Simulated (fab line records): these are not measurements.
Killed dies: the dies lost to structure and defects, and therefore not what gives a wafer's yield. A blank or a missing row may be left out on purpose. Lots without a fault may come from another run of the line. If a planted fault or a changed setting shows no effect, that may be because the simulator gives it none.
fab line records	flow berkeley_cmos170
record lots=14	wafers=42	last_day=13
route steps=331 shown M1@252 V1@267 M2@289 M3@330
lots untouched by any fault: they come from a run of this same line in which no faults occurred
start_h: start of the lot's first displayed wafer, in hours after the record's first day	wait_h: hours since the lot's step before	" the same as in the row above	L1.1+2: several wafers, shown together as one row	- no value, or no start given	* or withheld: withheld	< > ~ a bound
route shown NAME@n: names a module that has steps shown in the file, with the first one's number in the route	usual: mean and standard deviation over wafers with no fault	same: alike in all rows	chamber/n: place in a boat	sites: the reading at each site	_std_site: the values' standard deviation	_edge_site: inner sites' mean taken away from outer sites' mean	radius_mm: for every site, how far away it sits from the centre of the wafer	mask NAME#n: copy n	behind: the tool/chamber that last shaped the wafer	hold: reason for holding the lot/hours on hold/outcome of the hold	device: transistor that didn't switch, given as n, p or np	end of line: the same wafers' tests at the end of the route	a step with no rows: only its recipe	killed: the dies lost at the first sort to structure and to defects; this is not the yield of the wafer	map: shows each die of a wafer: x if killed, . if not, _ if none is there
set.NAME: the run value of the setting; set.NAME@STEP: its run value at that earlier step	model.NAME: the simulator's own value behind a step, which no gauge read
the route's steps for a sample of lots (tables are steps, rows are wafers)
services: a tool's chamber out of use, with start hour (start_h, from the record's first day; less than 0 if before it), hours out, and reason
## steps
# step UCB170_M1_CD_MEAS_90
# recipe target_cd_nm=700
# usual cd_nm=700.6/2.1
lot.wafer	tool	chamber	start_h	wait_h	cd_nm
L315.1	cd_sem-02	-	206.10	0.1	701.2
L315.3	"	-	"	"	698.9
L315.4	"	-	"	"	700.1
L316.2	cd_sem-02	-	207.18	0.1	699.7
L316.3	"	-	"	"	700.2
L316.5	"	-	"	"	697.9
L318.2	cd_sem-01	-	220.76	0.1	705.8
L318.3	"	-	"	"	700.7
L318.5	"	-	"	"	703.3
L319.1	cd_sem-01	-	221.01	0.1	699.9
L319.4	"	-	"	"	700.8
L319.5	"	-	"	"	702.9
L321.2	cd_sem-01	-	233.74	0.1	705.5
L321.4	"	-	"	"	700.9
L321.5	"	-	"	"	705.5
L322.1	cd_sem-01	-	237.35	0.1	700.9
L322.3	"	-	"	"	698.9
L322.4	"	-	"	"	700.9
L320.1	cd_sem-02	-	237.42	0.1	702.6
L320.4	"	-	"	"	697.5
L320.6	"	-	"	"	698.6
L324.4	cd_sem-02	-	238.59	0.1	699.6
L324.5	"	-	"	"	703.7
L324.6	"	-	"	"	699.2
L326.4	cd_sem-01	-	256.02	0.1	701.3
L326.5	"	-	"	"	699.1
L326.6	"	-	"	"	704.5
L328.3	cd_sem-02	-	261.66	0.1	704.1
L328.4	"	-	"	"	699.1
L328.5	"	-	"	"	699.8
L329.2	cd_sem-02	-	263.44	0.1	700.6
L329.3	"	-	"	"	698.6
L329.4	"	-	"	"	701.0
L332.1	cd_sem-01	-	276.16	0.1	700.1
L332.4	"	-	"	"	700.7
L332.6	"	-	"	"	702.5
L335.1	cd_sem-01	-	287.46	0.1	697.2
L335.2	"	-	"	"	700.9
L335.5	"	-	"	"	699.6
L337.3	cd_sem-02	-	296.20	0.1	702.9
L337.4	"	-	"	"	702.1
L337.5	"	-	"	"	699.4
# step UCB170_V1_OVL_MEAS_13
# usual V1_OVL=1/5.5
lot.wafer	tool	chamber	start_h	wait_h	V1_OVL[nm]
L315.1	overlay-01	-	209.90	0.1	1
L315.3	"	-	"	"	4
L315.4	"	-	"	"	1
L316.2	overlay-02	-	211.48	0.1	-9
L316.3	"	-	"	"	-5
L316.5	"	-	"	"	-6
L318.2	overlay-01	-	225.61	0.1	0
L318.3	"	-	"	"	2
L318.5	"	-	"	"	1
L319.1	overlay-02	-	226.34	0.1	3
L319.4	"	-	"	"	6
L319.5	"	-	"	"	9
L321.2	overlay-02	-	238.31	0.1	-1
L321.4	"	-	"	"	6
L321.5	"	-	"	"	4
L322.1	overlay-01	-	241.37	0.1	1
L322.3	"	-	"	"	8
L322.4	"	-	"	"	0
L324.4	overlay-02	-	242.39	0.1	3
L324.5	"	-	"	"	4
L324.6	"	-	"	"	4
L320.1	overlay-01	-	243.37	0.1	5
L320.4	"	-	"	"	6
L320.6	"	-	"	"	8
L326.4	overlay-01	-	262.61	0.1	4
L326.5	"	-	"	"	-1
L326.6	"	-	"	"	-2
L328.3	overlay-02	-	265.29	0.1	6
L328.4	"	-	"	"	1
L328.5	"	-	"	"	5
L329.2	overlay-01	-	266.71	0.1	3
L329.3	"	-	"	"	4
L329.4	"	-	"	"	4
L332.1	overlay-01	-	279.91	0.1	3
L332.4	"	-	"	"	2
L332.6	"	-	"	"	2
L335.1	overlay-02	-	291.83	0.1	0
L335.2	"	-	"	"	-5
L335.5	"	-	"	"	-1
L337.3	overlay-02	-	299.93	0.1	11
L337.4	"	-	"	"	12
L337.5	"	-	"	"	12
# step UCB170_M2_METAL_ETCH_18
# recipe chemistry=Cl2/BCl3	target=Al	stop_on=SiO2	pressure_mtorr=12	target_depth_a=11700	over_etch_frac=0.3	time_s=195	icp_w=600	bias_w=120	Cl2_flow_sccm=90	bcl3_flow_sccm=45
# usual bias_w=120.0/0.31	drypump_motor_current_A=5.8/0.49	oes_product_au=0.842/0.01	throttle_valve_pct=24.53/0.24
lot.wafer	tool	chamber	start_h	wait_h	bias_w	drypump_motor_current_A	oes_product_au	rf_hours_counter_h	throttle_valve_pct
L315.1	rie_metal-01	0	213.93	-	120.0	6.2	0.840	0	24.34
L315.3	"	1	"	"	119.8	5.7	0.824	-	24.98
L315.4	"	0	"	"	119.8	6.2	0.846	-	24.36
L316.2	rie_metal-02	0	216.38	-	119.7	5.8	0.854	11	24.60
L316.3	"	0	"	"	119.9	5.8	0.851	-	24.59
L316.5	"	0	"	"	120.0	5.8	0.860	-	24.62
L318.2	rie_metal-01	0	228.88	-	120.5	6.2	0.843	0	24.34
L318.3	"	0	"	"	120.1	6.2	0.845	-	24.34
L318.5	"	1	"	"	119.5	5.7	0.829	-	24.99
L319.1	rie_metal-02	1	229.60	-	119.5	5.3	0.843	12	24.45
L319.4	"	1	"	"	119.7	5.3	0.848	-	24.45
L319.5	"	1	"	"	119.7	5.3	0.843	-	24.45
L321.2	rie_metal-04	0	244.13	-	119.7	5.2	0.854	2	24.31
L321.4	"	1	"	"	119.0	6.7	0.830	-	24.61
L321.5	"	1	"	"	119.6	6.7	0.823	-	24.61
L322.1	rie_metal-01	1	245.75	-	119.8	5.8	0.837	2	24.97
L322.3	"	0	"	"	119.6	6.2	0.851	-	24.33
L322.4	"	1	"	"	119.6	5.8	0.837	-	24.97
L324.4	rie_metal-02	1	246.22	-	119.9	5.3	0.853	-	24.45
L324.5	"	1	"	"	119.8	5.4	0.843	-	24.44
L324.6	"	1	"	"	120.4	5.4	0.853	-	24.46
L320.1	rie_metal-04	1	246.95	-	120.0	6.7	0.828	14	24.59
L320.4	"	1	"	"	120.3	6.7	0.820	-	24.59
L320.6	"	1	"	"	120.1	6.7	0.829	-	24.62
L326.4	rie_metal-01	1	266.09	-	119.8	5.8	0.825	-	24.98
L326.5	"	1	"	"	120.3	5.7	0.823	-	24.98
L326.6	"	0	"	"	119.7	6.2	0.847	-	24.34
L328.3	rie_metal-04	0	268.24	-	119.6	5.2	0.853	-	24.29
L328.4	"	0	"	"	120.0	5.2	0.859	-	24.30
L328.5	"	0	"	"	119.5	5.2	0.836	-	24.30
L329.2	rie_metal-02	0	269.38	-	119.8	5.8	0.839	0	24.49
L329.3	"	0	"	"	120.4	5.8	0.857	-	24.46
L329.4	"	1	"	"	119.9	5.3	0.852	-	24.46
L332.1	rie_metal-01	0	283.04	-	120.0	6.2	0.842	2	24.34
L332.4	"	0	"	"	120.6	6.2	0.852	-	24.35
L332.6	"	1	"	"	185.9	5.7	0.827	-	24.97
L335.1	rie_metal-01	0	294.91	-	119.7	6.2	0.839	3	24.35
L335.2	"	1	"	"	185.7	5.7	0.828	4	24.97
L335.5	"	0	"	"	119.8	6.2	0.848	-	24.34
L337.3	rie_metal-04	0	304.28	-	120.1	5.2	0.847	-	24.32
L337.4	"	1	"	"	120.1	6.7	0.850	-	24.47
L337.5	"	0	"	"	120.4	5.2	0.846	-	24.29
# step UCB170_M2_STRIP_19
# recipe chemistry=O2	power_w=400	pressure_mtorr=3500	platen_temp_c=withheld	o2_flow_sccm=400	overash_fraction=0.5
# usual drypump_motor_current_A=5.5/0.52	o2_flow_sccm=399.9/1.2	oes_product_au=0.532/0.015
lot.wafer	tool	chamber	start_h	wait_h	drypump_motor_current_A	o2_flow_sccm	oes_product_au	rf_hours_counter_h
L315.1	plasma_asher-01	0	214.12	0.1	5.0	399.8	0.531	48
L315.3	"	0	"	"	5.0	398.2	0.538	-
L315.4	"	1	"	"	5.3	401.5	0.536	-
L316.2	plasma_asher-01	1	216.57	0.1	5.3	400.2	0.526	49
L316.3	"	1	"	"	5.3	400.8	0.530	-
L316.5	"	1	"	"	5.3	401.7	0.532	-
L318.2	plasma_asher-01	0	229.06	0.1	5.0	398.9	0.538	50
L318.3	"	1	"	"	5.3	399.0	0.528	-
L318.5	"	1	"	"	5.3	399.6	0.522	-
L319.1	plasma_asher-01	0	229.85	0.2	5.0	398.9	0.505	50
L319.4	"	0	"	"	5.0	399.9	0.502	-
L319.5	"	0	"	"	5.0	399.9	0.499	-
L321.2	plasma_asher-01	1	244.32	0.1	5.3	400.0	0.546	52
L321.4	"	0	"	"	5.0	397.5	0.554	-
L321.5	"	0	"	"	5.0	400.2	0.535	-
L322.1	plasma_asher-03	1	245.94	0.1	6.5	400.3	0.520	55
L322.3	"	0	"	"	5.2	401.8	0.524	-
L322.4	"	1	"	"	6.5	398.1	0.528	-
L324.4	plasma_asher-03	1	246.44	0.2	6.5	399.3	0.510	-
L324.5	"	1	"	"	6.5	401.2	0.513	-
L324.6	"	0	"	"	5.2	401.8	0.507	-
L320.1	plasma_asher-03	0	247.14	0.1	5.2	399.0	0.544	55
L320.4	"	1	"	"	6.4	397.0	0.552	-
L320.6	"	0	"	"	5.2	400.2	0.546	-
L326.4	plasma_asher-04	0	266.25	0.1	6.2	398.7	0.534	-
L326.5	"	0	"	"	6.2	398.4	0.534	-
L326.6	"	1	"	"	5.3	399.7	0.526	-
L328.3	plasma_asher-01	0	268.52	0.2	5.0	401.2	0.553	-
L328.4	"	1	"	"	5.3	400.4	0.548	-
L328.5	"	1	"	"	5.3	400.0	0.557	-
L329.2	plasma_asher-01	0	269.57	0.1	5.0	399.0	0.545	55
L329.3	"	0	"	"	5.0	399.3	0.546	-
L329.4	"	1	"	"	5.3	401.0	0.504	-
L332.1	plasma_asher-04	1	283.22	0.1	5.3	399.1	0.510	20
L332.4	"	0	"	"	6.2	400.1	0.519	-
L332.6	"	0	"	"	6.2	399.0	0.405	-
L335.1	plasma_asher-04	1	295.10	0.1	5.3	399.8	0.532	21
L335.2	"	0	"	"	6.1	398.3	0.426	21
L335.5	"	0	"	"	6.2	400.2	0.525	-
L337.3	plasma_asher-01	1	304.44	0.1	5.3	400.6	0.532	-
L337.4	"	0	"	"	5.0	397.9	0.542	-
L337.5	"	1	"	"	5.3	400.8	0.536	-
# step UCB170_M3_BOW_MEAS_20
# recipe mode=bow
# usual M3_BOW=36/6.2
lot.wafer	tool	chamber	start_h	wait_h	M3_BOW[um]
L315.1	film_metro-01	-	224.58	0.1	48
L315.3	"	-	"	"	36
L315.4	"	-	"	"	36
L316.2	film_metro-03	-	225.32	0.1	35
L316.3	"	-	"	"	35
L316.5	"	-	"	"	28
L318.2	film_metro-01	-	235.08	0.1	25
L318.3	"	-	"	"	43
L318.5	"	-	"	"	33
L319.1	film_metro-04	-	236.52	0.1	35
L319.4	"	-	"	"	37
L319.5	"	-	"	"	35
L321.2	film_metro-04	-	254.15	0.1	32
L321.4	"	-	"	"	42
L321.5	"	-	"	"	39
L322.1	film_metro-01	-	255.70	0.1	42
L322.3	"	-	"	"	40
L322.4	"	-	"	"	45
L324.4	film_metro-03	-	256.50	0.1	28
L324.5	"	-	"	"	25
L324.6	"	-	"	"	41
L320.1	film_metro-04	-	256.74	0.1	39
L320.4	"	-	"	"	40
L320.6	"	-	"	"	30
L326.4	film_metro-01	-	272.30	0.1	29
L326.5	"	-	"	"	34
L326.6	"	-	"	"	42
L328.3	film_metro-01	-	275.46	0.1	26
L328.4	"	-	"	"	24
L328.5	"	-	"	"	17
L329.2	film_metro-04	-	277.74	0.1	43
L329.3	"	-	"	"	26
L329.4	"	-	"	"	39
L332.1	film_metro-04	-	291.22	0.1	34
L332.4	"	-	"	"	24
L332.6	"	-	"	"	37
L335.1	film_metro-03	-	300.55	0.1	32
L335.2	"	-	"	"	35
L335.5	"	-	"	"	45
L337.3	film_metro-03	-	311.26	0.1	34
L337.4	"	-	"	"	31
L337.5	"	-	"	"	35
## services
tool	chamber	start_h	hours	kind
rie_metal-01	0	192.93	-	clean
rie_metal-01	0	192.93	19.8	scheduled_down
rie_metal-01	0	192.93	19.8	vent_cycle
plasma_asher-04	-	195.97	0.4	repair
rie_metal-02	-	200.61	2.8	pm
plasma_asher-04	-	228.22	4.3	repair
plasma_asher-03	-	242.39	0.5	repair
rie_metal-02	0	244.47	-	clean
rie_metal-02	0	244.47	16.4	scheduled_down
rie_metal-02	0	244.47	16.4	vent_cycle
rie_metal-04	1	265.89	-	clean
rie_metal-04	1	265.89	14.7	scheduled_down
rie_metal-04	1	265.89	14.7	vent_cycle
## key
first_sign step=UCB170_M2_METAL_ETCH_18	reading=bias_w	direction=up	sigmas=99+	usual=120.0	struck=185.8
effect step=UCB170_M2_STRIP_19	reading=oes_product_au	direction=down	sigmas=7.7	usual=0.532	struck=0.415
met_at UCB170_M2_METAL_ETCH_18
struck_lots L332,L335
struck_wafers L332.6,L335.2
not_acting_at UCB170_M1_CD_MEAS_90,UCB170_V1_OVL_MEAS_13,UCB170_M3_BOW_MEAS_20
onset_between 266.09 283.04
fault kind=process_parameter_drift	tool=rie_metal-01	chamber=1	onset_h=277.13	steps=UCB170_M2_METAL_ETCH_18	channel=bias_w	offset=66	shape=step	end_h=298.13	acts_in=these_recipes_only	stated=120
